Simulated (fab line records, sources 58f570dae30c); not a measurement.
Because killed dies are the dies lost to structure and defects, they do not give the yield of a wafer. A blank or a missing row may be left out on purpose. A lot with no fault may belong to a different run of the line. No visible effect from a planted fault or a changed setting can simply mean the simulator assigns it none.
Which tool did it? :: flow berkeley_cmos170 :: 14 lots with 42 wafers sampled at 5 steps, on a route of 331 steps

## WHAT THE GAUGES READ, wafer by wafer
UCB170_FIELD_THK_MEAS_90.
lot: L774
measured: day 5 07:02
on: film_metro-01
FIELD_OXIDE_LEFT_1_THK (nm): 458 448 457

lot: L775
measured: day 5 18:39
on: film_metro-04
FIELD_OXIDE_LEFT_1_THK (nm): 440 431 430

lot: L776
measured: day 5 18:38
on: film_metro-02
FIELD_OXIDE_LEFT_1_THK (nm): 431 436 440

lot: L778
measured: day 5 18:42
on: film_metro-02
FIELD_OXIDE_LEFT_1_THK (nm): 446 448 450

lot: L779
measured: day 6 04:26
on: film_metro-02
FIELD_OXIDE_LEFT_1_THK (nm): 443 437 447

lot: L781
measured: day 6 17:39
on: film_metro-02
FIELD_OXIDE_LEFT_1_THK (nm): 443 451 446

lot: L782
measured: day 6 17:40
on: film_metro-01
FIELD_OXIDE_LEFT_1_THK (nm): 435 430 437

lot: L788
measured: day 7 22:13
on: film_metro-01
FIELD_OXIDE_LEFT_1_THK (nm): 493 497 492

lot: L789
measured: day 7 22:12
on: film_metro-04
FIELD_OXIDE_LEFT_1_THK (nm): 496 504 496

lot: L790
measured: day 8 08:34
on: film_metro-02
FIELD_OXIDE_LEFT_1_THK (nm): 443 435 445

lot: L791
measured: day 8 08:34
on: film_metro-04
FIELD_OXIDE_LEFT_1_THK (nm): 434 431 437

lot: L792
measured: day 8 19:14
on: film_metro-01
FIELD_OXIDE_LEFT_1_THK (nm): 445 443 445

lot: L795
measured: day 9 10:28
on: film_metro-04
FIELD_OXIDE_LEFT_1_THK (nm): 451 461 452

lot: L797
measured: day 9 22:52
on: film_metro-04
FIELD_OXIDE_LEFT_1_THK (nm): 451 448 456

UCB170_FIELD_THK_MEAS_91.
lot: L774
measured: day 5 20:55
on: film_metro-01
FIELD_OXIDE_LEFT_2_THK (nm): 370 359 368

lot: L775
measured: day 6 11:00
on: film_metro-01
FIELD_OXIDE_LEFT_2_THK (nm): 353 344 342

lot: L776
measured: day 6 12:04
on: film_metro-04
FIELD_OXIDE_LEFT_2_THK (nm): 342 347 351

lot: L778
measured: day 6 11:15
on: film_metro-02
FIELD_OXIDE_LEFT_2_THK (nm): 358 359 361

lot: L779
measured: day 6 20:02
on: film_metro-02
FIELD_OXIDE_LEFT_2_THK (nm): 355 349 359

lot: L781
measured: day 7 12:01
on: film_metro-02
FIELD_OXIDE_LEFT_2_THK (nm): 354 362 358

lot: L782
measured: day 7 12:19
on: film_metro-01
FIELD_OXIDE_LEFT_2_THK (nm): 347 342 349

lot: L788
measured: day 8 13:44
on: film_metro-01
FIELD_OXIDE_LEFT_2_THK (nm): 406 409 403

lot: L789
measured: day 8 13:48
on: film_metro-02
FIELD_OXIDE_LEFT_2_THK (nm): 408 416 408

lot: L790
measured: day 8 23:26
on: film_metro-02
FIELD_OXIDE_LEFT_2_THK (nm): 354 347 356

lot: L791
measured: day 8 23:34
on: film_metro-01
FIELD_OXIDE_LEFT_2_THK (nm): 345 341 348

lot: L792
measured: day 9 14:47
on: film_metro-01
FIELD_OXIDE_LEFT_2_THK (nm): 355 354 355

lot: L795
measured: day 10 04:44
on: film_metro-04
FIELD_OXIDE_LEFT_2_THK (nm): 363 373 363

lot: L797
measured: day 10 14:17
on: film_metro-02
FIELD_OXIDE_LEFT_2_THK (nm): 364 360 369

UCB170_M1_OVL_MEAS_10.
lot: L774
measured: day 7 13:44
on: overlay-01
M1_OVL (nm): -4 -10 -15

lot: L775
measured: day 7 19:42
on: overlay-01
M1_OVL (nm): 15 15 5

lot: L776
measured: day 7 22:38
on: overlay-01
M1_OVL (nm): 3 8 -3

lot: L778
measured: day 7 20:53
on: overlay-02
M1_OVL (nm): 0 -2 2

lot: L779
measured: day 8 06:13
on: overlay-01
M1_OVL (nm): 1 5 2

lot: L781
measured: day 8 20:58
on: overlay-01
M1_OVL (nm): 6 1 -2

lot: L782
measured: day 8 23:25
on: overlay-01
M1_OVL (nm): 3 -3 4

lot: L790
measured: day 10 07:50
on: overlay-01
M1_OVL (nm): 2 5 0

lot: L791
measured: day 10 09:53
on: overlay-01
M1_OVL (nm): -11 -10 -7

lot: L792
measured: day 11 00:37
on: overlay-02
M1_OVL (nm): -4 2 -2

lot: L795
measured: day 11 17:57
on: overlay-02
M1_OVL (nm): 1 -3 2

lot: L797
measured: day 12 00:16
on: overlay-01
M1_OVL (nm): -1 0 -7

UCB170_M2_OVL_MEAS_16.
lot: L774
measured: day 7 23:00
on: overlay-02
M2_OVL (nm): -8 -1 -2

lot: L775
measured: day 8 08:31
on: overlay-02
M2_OVL (nm): 3 8 -10

lot: L776
measured: day 8 08:53
on: overlay-01
M2_OVL (nm): 4 2 4

lot: L778
measured: day 8 09:14
on: overlay-01
M2_OVL (nm): 8 3 13

lot: L779
measured: day 8 14:20
on: overlay-02
M2_OVL (nm): 14 8 11

lot: L781
measured: day 9 07:44
on: overlay-02
M2_OVL (nm): -3 -5 -4

lot: L782
measured: day 9 08:05
on: overlay-02
M2_OVL (nm): -6 -1 3

lot: L790
measured: day 10 18:15
on: overlay-01
M2_OVL (nm): 4 0 -4

lot: L791
measured: day 10 18:37
on: overlay-02
M2_OVL (nm): 9 12 4

lot: L792
measured: day 11 08:31
on: overlay-02
M2_OVL (nm): 2 -2 -6

lot: L795
measured: day 12 02:22
on: overlay-02
M2_OVL (nm): 9 7 6

lot: L797
measured: day 12 10:10
on: overlay-01
M2_OVL (nm): 8 1 6

## TOOL THAT RAN EACH LOT (tool first, then ch and the chambers of the sampled wafers, then the start)
lot: L774
UCB170_FIELD_WET_ETCH_06: wet_bench-01 ch 3, day 5 07:00

lot: L775
UCB170_FIELD_WET_ETCH_06: wet_bench-04 ch 1, day 5 18:38

lot: L776
UCB170_FIELD_WET_ETCH_06: wet_bench-04 ch 1, day 5 18:38

lot: L778
UCB170_FIELD_WET_ETCH_06: wet_bench-04 ch 0, day 5 18:38

lot: L779
UCB170_FIELD_WET_ETCH_06: wet_bench-04 ch 1, day 6 04:24

lot: L781
UCB170_FIELD_WET_ETCH_06: wet_bench-04 ch 2, day 6 17:38

lot: L782
UCB170_FIELD_WET_ETCH_06: wet_bench-04 ch 0, day 6 17:38

lot: L788
UCB170_FIELD_WET_ETCH_06: wet_bench-01 ch 2, day 7 22:11

lot: L789
UCB170_FIELD_WET_ETCH_06: wet_bench-01 ch 1, day 7 22:11

lot: L790
UCB170_FIELD_WET_ETCH_06: wet_bench-01 ch 3, day 8 08:33

lot: L791
UCB170_FIELD_WET_ETCH_06: wet_bench-01 ch 2, day 8 08:33

lot: L792
UCB170_FIELD_WET_ETCH_06: wet_bench-04 ch 3, day 8 19:14

lot: L795
UCB170_FIELD_WET_ETCH_06: wet_bench-04 ch 3, day 9 10:26

lot: L797
UCB170_FIELD_WET_ETCH_06: wet_bench-04 ch 3, day 9 22:51
- UCB170_FIELD_WET_ETCH_06: etches SiO2 in BOE, time 22.83 s.

## AS READ BY THE TOOLS THEMSELVES (means over the sampled wafers that have a number; for cases with no such wafer, the mark the record gives instead)
UCB170_FIELD_WET_ETCH_06.
lot: L774
tool: wet_bench-01
bath_heat_duty_pct (%): 6.3
run_length_s (s): 56.6

lot: L775
tool: wet_bench-04
bath_heat_duty_pct (%): 6.5
run_length_s (s): 52.8

lot: L776
tool: wet_bench-04
bath_heat_duty_pct (%): 6.3
run_length_s (s): 52.8

lot: L778
tool: wet_bench-04
bath_heat_duty_pct (%): 5.9
run_length_s (s): 52.8

lot: L779
tool: wet_bench-04
bath_heat_duty_pct (%): 6.4
run_length_s (s): 52.8

lot: L781
tool: wet_bench-04
bath_heat_duty_pct (%): 5.8
run_length_s (s): 52.8

lot: L782
tool: wet_bench-04
bath_heat_duty_pct (%): 5.8
run_length_s (s): 52.8

lot: L788
tool: wet_bench-01
bath_heat_duty_pct (%): -
run_length_s (s): -

lot: L789
tool: wet_bench-01
bath_heat_duty_pct (%): -
run_length_s (s): -

lot: L790
tool: wet_bench-01
bath_heat_duty_pct (%): 6.9
run_length_s (s): 52.8

lot: L791
tool: wet_bench-01
bath_heat_duty_pct (%): 6.3
run_length_s (s): 52.8

lot: L792
tool: wet_bench-04
bath_heat_duty_pct (%): 5.7
run_length_s (s): 52.8

lot: L795
tool: wet_bench-04
bath_heat_duty_pct (%): 5.5
run_length_s (s): 52.8

lot: L797
tool: wet_bench-04
bath_heat_duty_pct (%): 5.7
run_length_s (s): 52.8

## THE ANSWER, worked out from the rows above alone
Rule: what is usual is taken from the lots themselves. Put in order of their means at a reading, lots are off if they are a third of the lots or fewer, leave a main group of 4 or more, and stand apart from it by a gap of 3 or more times the standard deviation of the main group's means; of several such gaps the widest counts. Not used: any main group whose means are identical at the precision the tables above print for the reading. Also off: a lot with no number at a reading for which 4 or more lots have one. The other lots that the step has rows for count as sound. The gauges are gone through in route order, then the tools' own readings, and for those a lot's mean is taken as printed above. The first step at which some lot is off is used, and at that step the reading that is off furthest; a lot without a number counts as furthest.
Off: L788, L789, at UCB170_FIELD_THK_MEAS_90 (FIELD_OXIDE_LEFT_1_THK). The main group: mean 443 nm, standard deviation 7.6.
A tool fits if, at a process step before that reading, it ran every lot that is off, and no sound lot after the first of them. Not tried: the gauges at UCB170_FIELD_THK_MEAS_90; whatever is off there is also off at UCB170_FIELD_WET_ETCH_06, on other tools, and gauge error can't account for it. No candidate that was tried fits.

## WHAT HAD BEEN PUT IN BY THE SIMULATOR
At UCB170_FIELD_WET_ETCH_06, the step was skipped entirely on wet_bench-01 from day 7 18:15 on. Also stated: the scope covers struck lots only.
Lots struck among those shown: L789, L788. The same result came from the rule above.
